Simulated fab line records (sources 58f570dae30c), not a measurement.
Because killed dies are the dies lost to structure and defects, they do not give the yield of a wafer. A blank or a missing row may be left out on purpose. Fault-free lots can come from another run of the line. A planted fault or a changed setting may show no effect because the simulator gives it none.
Split-lot trial / flow berkeleyCmos170 / route with 331 steps; 5 lots, 23 wafers read

THE SPLIT
At UCB170_CONTACT_EXPOSE_12 (exposes mask CONT, target cd 700 nm), the setting doseMj was moved away from the recipe's 35 on 7 of the 23 wafers read, by -7.2% to -3.4%. For the rest of the wafers, this setting stayed at what the recipe calls for.

FROM THE SPLIT TO THE READING: what the file shows between them, 6 steps
- UCB170_CONTACT_PEB_13
- UCB170_CONTACT_DEVELOP_14: develop time 45 s
- UCB170_CONTACT_CD_MEAS_15: target cd 700 nm
- UCB170_CONTACT_ETCH_17: etches BARC in N2/H2
- UCB170_CONTACT_ETCH_18: etches PSG in CHF3/CF4/Ar, stops on TiSi2, target depth 840 nm, time 195 s
- UCB170_CONTACT_STRIP_19: strips in O2

THE READING
At UCB170_CONTACT_CD_MEAS_90: cdNm in nanometres, against a target cd of 700 nm. On this fab line, fault-free wafers typically give 700.5 nm with a standard deviation of 1.4 nm.

wafer=L076.1; tool, chamber at the split=krfScanner-02, 0; doseMj as run=33.08; against the recipe=-5.5%; cdNm, nm=689.6; against lot-mates on the recipe=-11.2
wafer=L076.2; tool, chamber at the split=krfScanner-02, 0; doseMj as run=35; against the recipe=recipe; cdNm, nm=700.9; against lot-mates on the recipe=-
wafer=L076.3; tool, chamber at the split=krfScanner-02, 0; doseMj as run=33.08; against the recipe=-5.5%; cdNm, nm=691.8; against lot-mates on the recipe=-9.0
wafer=L076.4; tool, chamber at the split=krfScanner-02, 0; doseMj as run=35; against the recipe=recipe; cdNm, nm=700.3; against lot-mates on the recipe=-
wafer=L076.6; tool, chamber at the split=krfScanner-02, 0; doseMj as run=35; against the recipe=recipe; cdNm, nm=701.2; against lot-mates on the recipe=-
wafer=L077.1; tool, chamber at the split=krfScanner-02, 0; doseMj as run=32.49; against the recipe=-7.2%; cdNm, nm=689.5; against lot-mates on the recipe=-11.2
wafer=L077.2; tool, chamber at the split=krfScanner-02, 0; doseMj as run=35; against the recipe=recipe; cdNm, nm=702.0; against lot-mates on the recipe=-
wafer=L077.3; tool, chamber at the split=krfScanner-02, 0; doseMj as run=32.49; against the recipe=-7.2%; cdNm, nm=688.3; against lot-mates on the recipe=-12.4
wafer=L077.4; tool, chamber at the split=krfScanner-02, 0; doseMj as run=35; against the recipe=recipe; cdNm, nm=700.1; against lot-mates on the recipe=-
wafer=L077.6; tool, chamber at the split=krfScanner-02, 0; doseMj as run=35; against the recipe=recipe; cdNm, nm=700.0; against lot-mates on the recipe=-
wafer=L079.1; tool, chamber at the split=krfScanner-01, 0; doseMj as run=35; against the recipe=recipe; cdNm, nm=697.2; against lot-mates on the recipe=-
wafer=L079.2; tool, chamber at the split=krfScanner-01, 0; doseMj as run=35; against the recipe=recipe; cdNm, nm=700.9; against lot-mates on the recipe=-
wafer=L079.4; tool, chamber at the split=krfScanner-01, 0; doseMj as run=33.8; against the recipe=-3.4%; cdNm, nm=692.5; against lot-mates on the recipe=-6.5
wafer=L079.5; tool, chamber at the split=krfScanner-01, 0; doseMj as run=33.8; against the recipe=-3.4%; cdNm, nm=694.4; against lot-mates on the recipe=-4.6
wafer=L079.6; tool, chamber at the split=krfScanner-01, 0; doseMj as run=33.8; against the recipe=-3.4%; cdNm, nm=691.7; against lot-mates on the recipe=-7.3
wafer=L081.1; tool, chamber at the split=krfScanner-01, 0; doseMj as run=35; against the recipe=recipe; cdNm, nm=699.6; against lot-mates on the recipe=-
wafer=L081.2; tool, chamber at the split=krfScanner-01, 0; doseMj as run=35; against the recipe=recipe; cdNm, nm=698.6; against lot-mates on the recipe=-
wafer=L081.4; tool, chamber at the split=krfScanner-01, 0; doseMj as run=35; against the recipe=recipe; cdNm, nm=698.9; against lot-mates on the recipe=-
wafer=L081.5; tool, chamber at the split=krfScanner-01, 0; doseMj as run=35; against the recipe=recipe; cdNm, nm=697.5; against lot-mates on the recipe=-
wafer=L081.6; tool, chamber at the split=krfScanner-01, 0; doseMj as run=35; against the recipe=recipe; cdNm, nm=701.1; against lot-mates on the recipe=-
wafer=L083.1; tool, chamber at the split=krfScanner-02, 0; doseMj as run=35; against the recipe=recipe; cdNm, nm=699.2; against lot-mates on the recipe=-
wafer=L083.5; tool, chamber at the split=krfScanner-02, 0; doseMj as run=35; against the recipe=recipe; cdNm, nm=697.7; against lot-mates on the recipe=-
wafer=L083.6; tool, chamber at the split=krfScanner-02, 0; doseMj as run=35; against the recipe=recipe; cdNm, nm=699.7; against lot-mates on the recipe=-

FIT RESULTS
A straight line over all 23 wafers: cdNm changes by +1.61 nm for each +1% of doseMj; r = +0.95; the points scatter about the line by 1.4 nm.
The same after taking each lot's own level away (the mean of its wafers on the recipe; 23 wafers): +1.73 nm for each +1%; r = +0.97; scatter 1.1 nm.
That fit puts the effect of the largest move of doseMj on the reading at 12 nm.
Measured against the standard deviation above, the lots' own levels, which go from 698.87 to 700.80 nm, span 1.4 times it.
Hence the lot-to-lot level has little effect on the slope; both slopes agree.
Check: -12.9 nm against its lot-mates is what the line predicts for one of the wafers moved furthest among these (-7.2%) when that wafer is left out of the fit. It came out at -11.2 nm against them.

ADDITIONAL SPLITS CARRIED BY THESE WAFERS
Other splits were also applied to these wafers ahead of the reading. Each is held against what the fit with the lots' levels taken away leaves over:
other split on the same wafers=UCB170_PVT_COAT_01 resistThkNm; wafers away from the commonest value=8; r with cdNm (lot level and that fit taken away)=+0.33
other split on the same wafers=UCB170_PLDD_COAT_01 resistThkNm; wafers away from the commonest value=6; r with cdNm (lot level and that fit taken away)=+0.22
other split on the same wafers=UCB170_NLDD_IMPLANT_08 energyKev; wafers away from the commonest value=5; r with cdNm (lot level and that fit taken away)=-0.34
other split on the same wafers=UCB170_BACKSIDE_SOFTBAKE_02 tempC; wafers away from the commonest value=4; r with cdNm (lot level and that fit taken away)=-0.24
other split on the same wafers=UCB170_CONTACT_COAT_04 spinRpm; wafers away from the commonest value=5; r with cdNm (lot level and that fit taken away)=-0.04

THE WHOLE CHAIN: every reading that the file lists as answering this split, in the file's order
step=UCB170_CONTACT_CD_MEAS_15; what it does=target cd 700 nm; reading=cdNm; change (the file's fit)=+1.69 nm for each +1% of the setting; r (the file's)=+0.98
step=UCB170_CONTACT_ETCH_17; what it does=etches BARC in N2/H2; reading=CONTACT.cdNm (the simulator's own value, which no gauge read); change (the file's fit)=+1.71 nm for each +1% of the setting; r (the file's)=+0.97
step=UCB170_CONTACT_CD_MEAS_90; what it does=target cd 700 nm; reading=cdNm; change (the file's fit)=+1.73 nm for each +1% of the setting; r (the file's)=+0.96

THE FILE'S OWN FIT
cdNm changes by +1.73 nm for each +1% of doseMj, r = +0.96.
